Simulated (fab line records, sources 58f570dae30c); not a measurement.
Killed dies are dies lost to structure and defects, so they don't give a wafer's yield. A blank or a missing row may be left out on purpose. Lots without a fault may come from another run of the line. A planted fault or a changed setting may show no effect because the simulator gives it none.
A struck lot beside a sound one | flow berkeley_cmos170 | 14 steps out of a route of 331
Sound: wafers L835.1, L835.4, L835.6. Struck: wafers L839.1, L839.2, L839.6. The cause comes at the end.
At each step with rows: each side's tool, then ch and its chambers, then its first start. Under that, the readings that differ: sound wafers | struck wafers | difference of the means | sigmas: that difference in standard deviations of wafers without a fault.
alike: readings whose means differ by less than 2 such deviations, and words and numbers that are the same on both sides. not compared: withheld readings, readings that some wafer has no value for, bounds like >300 that may hide the same value, and numbers for which the record gives no deviation and whose values overlap.
The two part at a step that has a row with sigmas, a row that says differs or no value, or rows on one side only. Numbers that don't overlap but have no deviation are shown without sigmas and don't part them. A reading that every wafer of one side lacks parts them only if that side has two wafers or more.

UCB170_V1_BOW_MEAS_03:
  sound on film_metro-04, day 8 16:43; struck on film_metro-01, day 9 21:10
  alike: V1_BOW
UCB170_V1_THK_MEAS_04:
  sound on film_metro-04, day 8 16:50; struck on film_metro-01, day 9 21:17
  alike: V1_POLISHED_THK
then, 7 steps without rows for these wafers: UCB170_V1_CLEAN_05 (cleans in DIW); UCB170_V1_HMDS_06 (prime time 60 s); UCB170_V1_COAT_07 (resist thk 900 nm); UCB170_V1_SOFTBAKE_08 (time 60 s); UCB170_V1_EXPOSE_09 (exposes mask VIA1, target cd 700 nm); UCB170_V1_PEB_10; UCB170_V1_DEVELOP_11 (develop time 45 s).
UCB170_V1_CD_MEAS_12: target cd 700 nm.
  sound on cd_sem-01, day 8 20:37; struck on cd_sem-02, day 9 22:45
  alike: cd_nm
UCB170_V1_OVL_MEAS_13:
  sound on overlay-02, day 8 20:44; struck on overlay-02, day 9 22:52
  alike: V1_OVL
UCB170_V1_ETCH_14: etches SiO2 in CHF3/CF4/Ar, stops on Al, target depth 1250 nm, time 291 s.
  sound on rie_diel-01 ch 0,1,3, day 8 20:47; struck on rie_diel-04 ch 1,3, day 9 22:54
  alike: drypump_motor_current_A, oes_product_au, rf_fwd_power_W, throttle_valve_pct
  not compared: rf_hours_counter_h
UCB170_V1_STRIP_15: strips in O2.
  sound on plasma_asher-02 ch 0,1, day 8 20:58; struck on plasma_asher-01 ch 0,1, day 9 23:05
  no value came back on the struck wafers for chamber_pressure_mTorr (mTorr), drypump_motor_current_A (A), oes_product_au (a.u.), strip_time_to_endpoint_s (s); on the sound wafers chamber_pressure_mTorr (mTorr) reads 3500.0 3496.1 3501.1
  reading                             | sound | struck            | difference | sigmas
  model.KrF_of_V1_COAT_07.thk_nm (nm) | 0 0 0 | 614.8 611.3 613.8 | +613.3     |
  not compared: rf_hours_counter_h
UCB170_V1_CD_MEAS_90: target cd 700 nm.
  sound on cd_sem-02, day 8 21:04; struck on cd_sem-02, day 9 23:16
  alike: cd_nm

WHERE THEY PART
Only at UCB170_V1_STRIP_15, within this record. Later steps at which nothing parts them and some readings are alike: UCB170_V1_CD_MEAS_90.

WHY: what the simulator had put in
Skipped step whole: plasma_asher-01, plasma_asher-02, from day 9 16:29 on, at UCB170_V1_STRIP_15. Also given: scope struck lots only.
